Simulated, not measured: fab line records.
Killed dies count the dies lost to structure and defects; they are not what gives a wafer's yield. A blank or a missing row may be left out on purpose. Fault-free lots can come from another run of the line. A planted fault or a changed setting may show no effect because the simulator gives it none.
The same fault as seen by 2 desks | flow ritCmos | numbers are kept per desk, each desk with only its own; the story behind them comes last

## THE METROLOGY DESK
What the gauges read, lot by lot, whatever tool the lot ran on: means of the sampled wafers that have a number. The brackets show how far a lot's mean lies from the usual mean; more than 4 standard deviations puts the lot out of limits, marked OUT.
Columns: A = M1_AL_RS at RIT_M1_RS_MEAS_01, usual 0.0743 ohm/sq; B = M1_AL_THK at RIT_M1_THK_MEAS_02, usual 391 nm; C = cdNm at RIT_M1_CD_MEAS_09, usual 2599.6 nm; D = M1_OVL at RIT_M1_OVL_MEAS_10, usual 0.9 nm
lot  | first seen here | A      | B   | C      | D
L415 | day 4 00:39     | 0.0742 | 392 | 2596.6 | 1.8
L420 | day 4 21:56     | 0.0737 | 394 | 2599.0 | 0.2
L426 | day 6 03:59     | 0.0746 | 388 | 2601.4 | 0.1
L427 | day 6 07:30     | 0.0731 | 397 | 2596.7 | 3.3
L432 | day 7 09:16     | 0.0732 | 395 | 2599.7 | 1.3
L435 | day 8 05:16     | 0.0742 | 391 | 2600.3 | 0.3
This desk found nothing out of limits on any of the 6 lots.

## THE TOOL OWNER'S DESK: lithoTrack-01
Per lot that ran on this tool, the mean of the sampled wafers carrying a number, from the tool's own readings at RIT_M1_HARDBAKE_11 (time 120 s). The brackets show how far a lot's mean lies from the usual mean; more than 4 standard deviations puts the lot out of limits, marked OUT.
Columns: A = heaterPowerTotalW at RIT_M1_HARDBAKE_11, usual 52.03 W; B = plateTempC at RIT_M1_HARDBAKE_11, usual 139.97 C
lot  | first seen here | A                       | B
L420 | day 4 23:16     | 52.04                   | 140.24
L426 | day 6 05:17     | 42.75 (-99 or more) OUT | 120.47 (-99 or more) OUT
L427 | day 6 08:44     | 42.80 (-99 or more) OUT | 120.66 (-99 or more) OUT
Finding of this desk: L426, L427 out of limits; the first was L426 at day 6 05:17, on heaterPowerTotalW at RIT_M1_HARDBAKE_11. L420 stayed within limits.

## PUT TOGETHER
The tool owner's desk could have raised an alarm at day 6 05:17, on L426, L427.
At the metrology desk, nothing out of limits was observed.
The metrology desk has L426, L427 on record, within its limits.
On lithoTrack-01, each named lot ran RIT_M1_HARDBAKE_11.

## WHAT HAD BEEN PUT IN BY THE SIMULATOR
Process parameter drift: lithoTrack-01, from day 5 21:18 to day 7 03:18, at RIT_M1_HARDBAKE_11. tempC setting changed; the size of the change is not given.
Shown lots that were struck: L426, L427.
Time in hours from fault onset to the first out-of-limits reading at each desk: the tool owner's desk, 8.
